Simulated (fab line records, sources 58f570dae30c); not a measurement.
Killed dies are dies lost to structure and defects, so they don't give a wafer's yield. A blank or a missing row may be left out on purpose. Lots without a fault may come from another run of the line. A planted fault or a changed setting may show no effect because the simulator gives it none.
fab line records | flow berkeley_cmos170
record lots=5 wafers=23
route steps=331 shown PWELL@39 ACTIVE@71 PVT@122 GATE@130 PLDD@149 NLDD@166 PSD@179 NSD@195
start_h: hours from the record's first day to the start of the lot's first wafer shown | wait_h: hours since the lot's step before | " the same as in the row above | L1.1+2: a row that stands for several wafers | - no value, or no start given | * or withheld: withheld | < > ~ a bound
route shown NAME@n: a module of which the file shows steps, and the number in the route of the first | usual: mean/standard deviation of fault-free wafers | same: alike in all rows | chamber/n: place in a boat | sites: the reading at each site | _std_site: their standard deviation | _edge_site: outer sites' mean less inner sites' | radius_mm: how far each site lies from the wafer's centre | mask NAME#n: copy n | behind: the tool/chamber that last shaped the wafer | hold: why the lot was held/for how many hours/how that ended | device: the transistor (n, p or np) that didn't switch | end of line: the same wafers' tests at the end of the route | a step without rows: its recipe alone | killed: dies lost to structure and defects at the first sort, not the wafer's yield | map: a wafer's dies, x killed, . not, _ none there
set.NAME: the setting as run; set.NAME@STEP: as run at that earlier step | model.NAME: the simulator's own value behind a step, which no gauge read
lots whose settings were changed on purpose; a table a step, a row a wafer
## steps
# step UCB170_PWELL_CVD_05
# recipe material=Si3N4 target_thk_nm=220 temp_c=800 precursor=SiH2Cl2/NH3 time_s=3300 pressure_mtorr=200 sih2cl2_flow_sccm=25 nh3_flow_sccm=75
# columns lot.wafer tool chamber start_h wait_h set.time_s model.Si3N4_of_PWELL_CVD_05.thk_nm
L077.2 - - - 0.0 3300 218.2
L077.3 " - " " 3300 219.6
L077.4 " - " " 3300 218.4
L077.5 " - " " 3300 219.1
L077.6 " - " " 3300 217.4
L079.1 - - - 0.0 3432 226.2
L079.2 " - " " 3432 225.8
L079.3 " - " " 3432 225.5
L079.5 " - " " 3432 224.3
L079.6 " - " " 3432 224.9
L080.1 lpcvd-02 1 77.43 0.0 3300 217.5
L080.5 " 1 " " 3300 216.7
L080.6 " 1 " " 3300 217.9
L083.1 - - - 0.0 3435 229.5
L083.2 " - " " 3435 229.8
L083.4 " - " " 3435 226.8
L083.5 " - " " 3435 228.2
L083.6 " - " " 3435 230.4
L085.1 - - - 0.0 3108 209.9
L085.2 " - " " 3108 208.7
L085.4 " - " " 3108 207.5
L085.5 " - " " 3108 208.2
L085.6 " - " " 3108 209.8
# step UCB170_PWELL_THK_MEAS_06
# recipe reads=Si3N4_of_PWELL_CVD_05
# usual PWELL_NITRIDE_THK=218.7/1.8
# columns lot.wafer tool chamber start_h wait_h set.time_s@PWELL_CVD_05 PWELL_NITRIDE_THK[nm]
L077.2 film_metro-01 - - - 3300 218.1
L077.3 " - " " 3300 219.6
L077.4 " - " " 3300 218.4
L077.5 " - " " 3300 219.2
L077.6 " - " " 3300 217.6
L079.1 film_metro-04 - - - 3432 226.2
L079.2 " - " " 3432 225.8
L079.3 " - " " 3432 225.5
L079.5 " - " " 3432 224.1
L079.6 " - " " 3432 224.7
L080.1 film_metro-01 - 79.34 0.0 3300 217.7
L080.5 " - " " 3300 216.8
L080.6 " - " " 3300 217.8
L083.1 film_metro-01 - - - 3435 229.4
L083.2 " - " " 3435 229.6
L083.4 " - " " 3435 226.7
L083.5 " - " " 3435 228.1
L083.6 " - " " 3435 230.3
L085.1 film_metro-01 - - - 3108 210.1
L085.2 " - " " 3108 208.9
L085.4 " - " " 3108 207.5
L085.5 " - " " 3108 208.1
L085.6 " - " " 3108 209.7
# step UCB170_PWELL_ETCH_14
# recipe chemistry=CH3F/Ar/O2 target=Si3N4 stop_on=SiO2 CH3F_flow_sccm=20 Ar_flow_sccm=50 O2_flow_sccm=7 pressure_mtorr=50 rf_w=450 target_depth_a=2420 over_etch_frac=0.1 time_s=151
# columns lot.wafer tool chamber start_h wait_h set.time_s set.time_s@PWELL_CVD_05 model.etch.depth_nm model.KrF_of_PWELL_COAT_08.thk_nm
L077.2 rie_diel-03 3 72.67 0.0 151 3300 218.2 723.7
L077.3 " 1 " " 151 3300 219.6 729.6
L077.4 " 0 " " 171 3300 218.4 705.2
L077.5 " 0 " " 151 3300 219.1 726.2
L077.6 " 1 " " 171 3300 217.4 712.6
L080.1 rie_diel-02 0 80.88 0.0 151 3300 217.5 718.5
L080.5 " 0 " " 151 3300 216.7 720
L080.6 " 1 " " 151 3300 217.9 723.6
L079.1 rie_diel-01 3 81.15 0.0 151 3432 226.2 721.9
L079.2 " 1 " " 151 3432 225.8 725.3
L079.3 " 2 " " 151 3432 225.5 721.9
L079.5 " 0 " " 151 3432 224.3 716.6
L079.6 " 3 " " 151 3432 224.9 717.7
L083.1 rie_diel-01 0 94.50 0.0 151 3435 229.5 723.4
L083.2 " 1 " " 151 3435 229.8 727.9
L083.4 " 3 " " 151 3435 226.8 722.9
L083.5 " 2 " " 151 3435 228.2 724.4
L083.6 " 3 " " 151 3435 230.4 726
L085.1 rie_diel-02 3 101.94 0.0 134.8 3108 209.9 746.5
L085.2 " 2 " " 134.8 3108 208.7 735.5
L085.4 " 1 " " 134.8 3108 207.5 742.6
L085.5 " 0 " " 151 3108 208.2 724.5
L085.6 " 3 " " 151 3108 209.8 725.7
# step UCB170_PWELL_IMPLANT_15
# recipe species=B dose_cm2=5e+12 energy_kev=60 tilt_deg=7
# step UCB170_PWELL_STRIP_16
# recipe chemistry=O2 power_w=400 pressure_mtorr=3500 platen_temp_c=withheld o2_flow_sccm=400 overash_fraction=0.5
# usual strip_time_to_endpoint_s=18.08/0.1
# columns lot.wafer tool chamber start_h wait_h set.time_s@PWELL_ETCH_14 strip_time_to_endpoint_s
L077.2 plasma_asher-01 1 72.93 0.1 151 18.08
L077.3 " 1 " " 151 18.22
L077.4 " 0 " " 171 17.62
L077.5 " 1 " " 151 18.15
L077.6 " 0 " " 171 17.81
L080.1 plasma_asher-01 0 81.13 0.1 151 17.93
L080.5 " 1 " " 151 17.97
L080.6 " 0 " " 151 18.05
L079.1 plasma_asher-01 0 81.40 0.1 151 18.03
L079.2 " 1 " " 151 18.12
L079.3 " 1 " " 151 18.04
L079.5 " 1 " " 151 17.91
L079.6 " 0 " " 151 17.93
L083.1 plasma_asher-04 0 94.75 0.1 151 18.05
L083.2 " 1 " " 151 18.16
L083.4 " 1 " " 151 18.05
L083.5 " 1 " " 151 18.08
L083.6 " 0 " " 151 18.12
L085.1 plasma_asher-01 1 102.19 0.1 134.8 18.60
L085.2 " 0 " " 134.8 18.35
L085.4 " 0 " " 134.8 18.52
L085.5 " 0 " " 151 18.09
L085.6 " 1 " " 151 18.13
# step UCB170_ACTIVE_PEB_11
# recipe peb_temp_c=130 peb_time_s=withheld resist=KrF
# columns lot.wafer tool chamber start_h wait_h set.peb_temp_c
L077.2+3+4+5+6 litho_track-04 0 100.40 0.1 130
L080.1+5+6 litho_track-01 0 105.60 0.3 130
L079.1+6 litho_track-02 0 106.33 0.6 130
L079.2+3+5 " 0 " " 132.9
L085.1+2+4+5+6 litho_track-02 0 129.24 0.1 130
L083.1+4+5 litho_track-04 0 129.47 0.1 130
L083.2+6 " 0 " " 128.6
# step UCB170_ACTIVE_DEVELOP_12
# recipe developer=TMAH develop_time_s=45 resist=KrF dev_temp_c=21
# step UCB170_ACTIVE_CD_MEAS_13
# recipe target_cd_nm=1200
# usual cd_nm=1199.5/1.3
# columns lot.wafer tool chamber start_h wait_h set.peb_temp_c@ACTIVE_PEB_11 cd_nm
L077.2 cd_sem-02 - 100.67 - 130 1200.0
L077.3 " - " " 130 1198.3
L077.4 " - " " 130 1200.0
L077.5 " - " " 130 1198.8
L077.6 " - " " 130 1199.0
L080.1 cd_sem-01 - 105.90 - 130 1198.0
L080.5 " - " " 130 1197.4
L080.6 " - " " 130 1197.3
L079.1 cd_sem-02 - 106.60 - 130 1199.3
L079.2 " - " " 132.9 1182.0
L079.3 " - " " 132.9 1183.0
L079.5 " - " " 132.9 1182.5
L079.6 " - " " 130 1200.0
L085.1 cd_sem-01 - 129.52 - 130 1199.1
L085.2 " - " " 130 1199.0
L085.4 " - " " 130 1199.0
L085.5 " - " " 130 1200.4
L085.6 " - " " 130 1198.8
L083.1 cd_sem-02 - 129.75 - 130 1199.5
L083.2 " - " " 128.6 1208.9
L083.4 " - " " 130 1198.4
L083.5 " - " " 130 1200.6
L083.6 " - " " 128.6 1208.5
# step UCB170_ACTIVE_ETCH_15
# recipe chemistry=CH3F/Ar/O2 target=Si3N4 stop_on=SiO2 CH3F_flow_sccm=20 Ar_flow_sccm=50 O2_flow_sccm=7 pressure_mtorr=50 rf_w=450 target_depth_a=2420 over_etch_frac=0.1 time_s=151
# columns lot.wafer tool chamber start_h wait_h set.peb_temp_c@ACTIVE_PEB_11 model.ACTIVE.cd_nm
L077.2+4 rie_diel-03 1,0 100.80 0.0 130 1200
L077.3+5+6 " 2,0,3 " " 130 1199
L080.1+5+6 rie_diel-04 0,2,1 106.06 0.0 130 1198
L079.1 rie_diel-04 2 106.76 0.0 130 1200
L079.2+5 " 3 " " 132.9 1182
L079.3 " 0 " " 132.9 1183
L079.6 " 2 " " 130 1201
L085.1+2+4+6 rie_diel-02 3,2,1,2 129.67 0.0 130 1199
L085.5 " 1 " " 130 1200
L083.1 rie_diel-04 3 129.91 0.0 130 1200
L083.2+6 " 1,2 " " 128.6 1209
L083.4 " 0 " " 130 1199
L083.5 " 1 " " 130 1201
# step UCB170_ACTIVE_STRIP_16
# recipe chemistry=O2 power_w=400 pressure_mtorr=3500 platen_temp_c=withheld o2_flow_sccm=400 overash_fraction=0.5
# step UCB170_ACTIVE_CD_MEAS_90
# recipe target_cd_nm=1200
# usual cd_nm=1199.7/1.2
# columns lot.wafer tool chamber start_h wait_h set.peb_temp_c@ACTIVE_PEB_11 cd_nm
L077.2 cd_sem-01 - 101.02 0.1 130 1200.0
L077.3 " - " " 130 1198.4
L077.4 " - " " 130 1200.3
L077.5 " - " " 130 1199.1
L077.6 " - " " 130 1199.3
L080.1 cd_sem-02 - 106.26 0.1 130 1198.2
L080.5 " - " " 130 1198.0
L080.6 " - " " 130 1197.7
L079.1 cd_sem-01 - 106.96 0.1 130 1199.7
L079.2 " - " " 132.9 1182.1
L079.3 " - " " 132.9 1183.1
L079.5 " - " " 132.9 1182.7
L079.6 " - " " 130 1201.0
L085.1 cd_sem-02 - 129.87 0.1 130 1199.4
L085.2 " - " " 130 1199.0
L085.4 " - " " 130 1199.2
L085.5 " - " " 130 1200.5
L085.6 " - " " 130 1199.1
L083.1 cd_sem-02 - 130.11 0.1 130 1200.0
L083.2 " - " " 128.6 1208.7
L083.4 " - " " 130 1198.7
L083.5 " - " " 130 1200.6
L083.6 " - " " 128.6 1209.3
# step UCB170_PVT_IMPLANT_07
# recipe species=P dose_cm2=2e+12 energy_kev=30 tilt_deg=7
# columns lot.wafer tool chamber start_h wait_h set.energy_kev model.implant.rp_nm model.implant.drp_nm
L077.2+3+4+5+6 implanter-02 0 134.19 0.0 30 36.76 16.56
L079.1+2 implanter-04 0 139.46 0.0 30.88 38.39 16.97
L079.3+5+6 " 0 " " 30 37.35 16.56
L080.1+5+6 implanter-02 0 139.64 0.0 30 36.07 16.56
L085.1+4+5 implanter-04 0 159.10 0.0 30 38.23 16.56
L085.2+6 " 0 " " 28.2 36.67 15.96
L083.1+5+6 implanter-01 0 162.64 0.0 30 35.74 16.56
L083.2+4 " 0 " " 30.5 36.31 16.79
# step UCB170_GATE_CVD_04
# recipe material=poly-Si temp_c=610 precursor=SiH4 time_s=1440 pressure_mtorr=375 target_thk_nm=214 sih4_flow_sccm=120
# columns lot.wafer tool chamber start_h wait_h set.time_s model.poly-Si_of_GATE_CVD_04.thk_nm
L077.2 - - - 0.0 1633 242
L077.3 " - " " 1633 243.5
L077.4 " - " " 1633 242.9
L077.5 " - " " 1633 242.4
L077.6 " - " " 1633 243.2
L079.1+5 - - - 0.8 1291 192.3
L079.2 " - " " 1291 191.3
L079.3 " - " " 1291 189.8
L079.6 " - " " 1291 190.7
L080.1 lpcvd-01 1 148.92 0.8 1440 214.1
L080.5 " 1 " " 1440 214
L080.6 " 1 " " 1440 215.6
L083.1 - - - 2.8 1251 186.4
L083.2 " - " " 1251 185.7
L083.4 " - " " 1251 188.6
L083.5 " - " " 1251 186.8
L083.6 " - " " 1251 185
L085.1 - - - 2.8 1303 195.4
L085.2 " - " " 1303 196.4
L085.4 " - " " 1303 195.1
L085.5 " - " " 1303 195.8
L085.6 " - " " 1303 197
# step UCB170_GATE_THK_MEAS_05
# recipe reads=poly-Si_of_GATE_CVD_04
# usual GATE_POLY_THK=213.4/2.1
# columns lot.wafer tool chamber start_h wait_h set.time_s@GATE_CVD_04 GATE_POLY_THK[nm]
L077.2 film_metro-01 - - - 1633 241.9
L077.3 " - " " 1633 243.6
L077.4 " - " " 1633 243.0
L077.5 " - " " 1633 242.2
L077.6 " - " " 1633 243.4
L079.1 film_metro-03 - - - 1291 192.2
L079.2 " - " " 1291 191.1
L079.3 " - " " 1291 189.8
L079.5 " - " " 1291 192.3
L079.6 " - " " 1291 190.9
L080.1 film_metro-02 - 151.02 0.0 1440 214.1
L080.5 " - " " 1440 213.9
L080.6 " - " " 1440 215.5
L085.1 film_metro-02 - - - 1303 195.4
L085.2 " - " " 1303 196.5
L085.4 " - " " 1303 195.1
L085.5 " - " " 1303 195.6
L085.6 " - " " 1303 197.1
L083.1 film_metro-01 - - - 1251 186.3
L083.2 " - " " 1251 185.8
L083.4 " - " " 1251 188.5
L083.5 " - " " 1251 186.8
L083.6 " - " " 1251 185.0
# step UCB170_PLDD_PEB_04
# recipe peb_temp_c=130 peb_time_s=withheld resist=KrF
# columns lot.wafer tool chamber start_h wait_h set.peb_temp_c
L077.2+3+6 litho_track-04 0 147.21 0.6 130
L077.4+5 " 0 " " 126.6
L079.1+3+6 litho_track-02 0 153.32 0.1 130
L079.2+5 " 0 " " 133.3
L080.1+5+6 litho_track-02 0 154.04 0.3 130
L085.1+2+4+5+6 litho_track-03 0 178.60 0.7 130
L083.1+2+6 litho_track-03 0 178.88 0.5 130
L083.4+5 " 0 " " 127.2
# step UCB170_PLDD_DEVELOP_05
# recipe developer=TMAH develop_time_s=45 resist=KrF dev_temp_c=21
# step UCB170_PLDD_CD_MEAS_06
# recipe target_cd_nm=1200
# usual cd_nm=1200.5/1.5
# columns lot.wafer tool chamber start_h wait_h set.peb_temp_c@PLDD_PEB_04 cd_nm
L077.2 cd_sem-01 - 147.50 - 130 1202.1
L077.3 " - " " 130 1200.7
L077.4 " - " " 126.6 1175.3
L077.5 " - " " 126.6 1175.7
L077.6 " - " " 130 1202.9
L079.1 cd_sem-02 - 153.59 - 130 1198.1
L079.2 " - " " 133.3 1218.1
L079.3 " - " " 130 1200.2
L079.5 " - " " 133.3 1217.7
L079.6 " - " " 130 1199.6
L080.1 cd_sem-02 - 154.32 - 130 1202.7
L080.5 " - " " 130 1201.8
L080.6 " - " " 130 1202.3
L085.1 cd_sem-02 - 178.88 - 130 1202.6
L085.2 " - " " 130 1203.1
L085.4 " - " " 130 1202.1
L085.5 " - " " 130 1202.0
L085.6 " - " " 130 1202.9
L083.1 cd_sem-02 - 179.24 - 130 1200.4
L083.2 " - " " 130 1201.4
L083.4 " - " " 127.2 1179.9
L083.5 " - " " 127.2 1180.4
L083.6 " - " " 130 1199.5
# step UCB170_NLDD_IMPLANT_08
# recipe species=As dose_cm2=5e+13 energy_kev=30 tilt_deg=7 rotation_deg=0
# columns lot.wafer tool chamber start_h wait_h set.dose_cm2
L077.2+3+4+5+6 implanter-01 0 149.76 0.0 5e+13
L079.1+5+6 implanter-02 0 155.78 0.0 5e+13
L079.2+3 " 0 " " 5.358e+13
L080.1+5+6 implanter-02 0 156.61 0.0 5e+13
L085.1+4+6 implanter-02 0 181.16 0.0 5e+13
L085.2+5 " 0 " " 5.221e+13
L083.1+4+6 implanter-01 0 181.52 0.0 5e+13
L083.2+5 " 0 " " 5.206e+13
# step UCB170_PSD_PEB_04
# recipe peb_temp_c=130 peb_time_s=withheld resist=KrF
# columns lot.wafer tool chamber start_h wait_h set.peb_temp_c
L077.2+3+5 litho_track-04 0 156.31 0.2 132.5
L077.4+6 " 0 " " 130
L079.1+2+5 litho_track-01 0 161.52 0.3 126.9
L079.3+6 " 0 " " 130
L080.1+5+6 litho_track-01 0 162.07 0.6 130
L085.1+5 litho_track-04 0 189.64 0.2 130
L085.2+4+6 " 0 " " 128.4
L083.1+2 litho_track-01 0 189.77 0.1 132.6
L083.4+5+6 " 0 " " 130
# step UCB170_PSD_DEVELOP_05
# recipe developer=TMAH develop_time_s=45 resist=KrF dev_temp_c=21
# step UCB170_PSD_CD_MEAS_06
# recipe target_cd_nm=1200
# usual cd_nm=1200.4/1.4
# columns lot.wafer tool chamber start_h wait_h set.peb_temp_c@PSD_PEB_04 cd_nm
L077.2 cd_sem-02 - 156.58 - 132.5 1215.8
L077.3 " - " " 132.5 1214.6
L077.4 " - " " 130 1200.4
L077.5 " - " " 132.5 1212.7
L077.6 " - " " 130 1199.1
L079.1 cd_sem-01 - 161.79 - 126.9 1177.2
L079.2 " - " " 126.9 1178.5
L079.3 " - " " 130 1199.8
L079.5 " - " " 126.9 1176.4
L079.6 " - " " 130 1200.4
L080.1 cd_sem-01 - 162.34 - 130 1202.3
L080.5 " - " " 130 1201.0
L080.6 " - " " 130 1200.9
L085.1 cd_sem-01 - 189.91 - 130 1202.8
L085.2 " - " " 128.4 1188.9
L085.4 " - " " 128.4 1189.9
L085.5 " - " " 130 1199.5
L085.6 " - " " 128.4 1188.3
L083.1 cd_sem-02 - 190.04 - 132.6 1220.1
L083.2 " - " " 132.6 1218.4
L083.4 " - " " 130 1203.4
L083.5 " - " " 130 1203.0
L083.6 " - " " 130 1202.7
# step UCB170_NSD_IMPLANT_08
# recipe species=P dose_cm2=3e+15 energy_kev=40 tilt_deg=7
# columns lot.wafer tool chamber start_h wait_h set.dose_cm2
L077.2+4+6 implanter-01 0 158.39 0.0 2.821e+15
L077.3+5 " 0 " " 3e+15
L079.1+2+3+5+6 implanter-02 0 164.66 0.0 3e+15
L080.1+5+6 implanter-02 0 165.36 0.0 3e+15
L085.1+4 implanter-02 0 191.86 0.0 3.086e+15
L085.2+5+6 " 0 " " 3e+15
L083.1+2+5 implanter-04 0 192.12 0.0 3e+15
L083.4+6 " 0 " " 3.19e+15
# step UCB170_NSD_STRIP_09
# recipe chemistry=O2 power_w=400 pressure_mtorr=3500 platen_temp_c=withheld o2_flow_sccm=400 overash_fraction=0.5
# usual strip_time_to_endpoint_s=35.89/0.062
# columns lot.wafer tool chamber start_h wait_h set.dose_cm2@NSD_IMPLANT_08 strip_time_to_endpoint_s
L077.2 plasma_asher-01 1 158.52 0.1 2.821e+15 35.31
L077.3 " 1 " " 3e+15 35.87
L077.4 " 0 " " 2.821e+15 35.39
L077.5 " 0 " " 3e+15 35.95
L077.6 " 1 " " 2.821e+15 35.41
L079.1 plasma_asher-01 1 164.81 0.1 3e+15 35.94
L079.2 " 0 " " 3e+15 35.92
L079.3 " 1 " " 3e+15 35.94
L079.5 " 1 " " 3e+15 35.95
L079.6 " 0 " " 3e+15 35.94
L080.1 plasma_asher-02 1 165.51 0.1 3e+15 35.90
L080.5 " 0 " " 3e+15 35.94
L080.6 " 1 " " 3e+15 35.92
L085.1 plasma_asher-01 0 192.01 0.1 3.086e+15 36.17
L085.2 " 1 " " 3e+15 35.81
L085.4 " 0 " " 3.086e+15 36.16
L085.5 " 0 " " 3e+15 35.92
L085.6 " 1 " " 3e+15 35.86
L083.1 plasma_asher-04 0 192.27 0.1 3e+15 35.86
L083.2 " 1 " " 3e+15 35.86
L083.4 " 1 " " 3.19e+15 36.48
L083.5 " 0 " " 3e+15 35.79
L083.6 " 1 " " 3.19e+15 36.48
## key
split step=UCB170_PWELL_CVD_05 setting=time_s stated=3300 by=lot
response step=UCB170_PWELL_CVD_05 reading=model.Si3N4_of_PWELL_CVD_05.thk_nm change=+1.88 per=1% r=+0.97
response step=UCB170_PWELL_THK_MEAS_06 reading=PWELL_NITRIDE_THK change=+1.86 per=1% r=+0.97
response step=UCB170_PWELL_ETCH_14 reading=model.etch.depth_nm change=+1.88 per=1% r=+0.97
split step=UCB170_PWELL_ETCH_14 setting=time_s stated=151 by=wafer
response step=UCB170_PWELL_ETCH_14 reading=model.KrF_of_PWELL_COAT_08.thk_nm change=-1.41 per=1% r=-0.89
response step=UCB170_PWELL_STRIP_16 reading=strip_time_to_endpoint_s change=* per=1% r=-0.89
split step=UCB170_ACTIVE_PEB_11 setting=peb_temp_c stated=130 by=wafer
response step=UCB170_ACTIVE_CD_MEAS_13 reading=cd_nm change=-7.86 per=1% r=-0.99
response step=UCB170_ACTIVE_ETCH_15 reading=model.ACTIVE.cd_nm change=-8.02 per=1% r=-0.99
response step=UCB170_ACTIVE_CD_MEAS_90 reading=cd_nm change=-8.05 per=1% r=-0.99
split step=UCB170_PVT_IMPLANT_07 setting=energy_kev stated=30 by=wafer
response step=UCB170_PVT_IMPLANT_07 reading=model.implant.rp_nm change=+0.282 per=1% r=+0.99
response step=UCB170_PVT_IMPLANT_07 reading=model.implant.drp_nm change=+0.11 per=1% r=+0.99
split step=UCB170_GATE_CVD_04 setting=time_s stated=1440 by=lot
response step=UCB170_GATE_CVD_04 reading=model.poly-Si_of_GATE_CVD_04.thk_nm change=+2.12 per=1% r=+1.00
response step=UCB170_GATE_THK_MEAS_05 reading=GATE_POLY_THK change=+2.12 per=1% r=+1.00
split step=UCB170_PLDD_PEB_04 setting=peb_temp_c stated=130 by=wafer
response step=UCB170_PLDD_CD_MEAS_06 reading=cd_nm change=+8.93 per=1% r=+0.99
split step=UCB170_NLDD_IMPLANT_08 setting=dose_cm2 stated=5e+13 by=wafer
response none in this file
split step=UCB170_PSD_PEB_04 setting=peb_temp_c stated=130 by=wafer
response step=UCB170_PSD_CD_MEAS_06 reading=cd_nm change=+8.7 per=1% r=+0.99
split step=UCB170_NSD_IMPLANT_08 setting=dose_cm2 stated=3e+15 by=wafer
response step=UCB170_NSD_STRIP_09 reading=strip_time_to_endpoint_s change=* per=1% r=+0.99
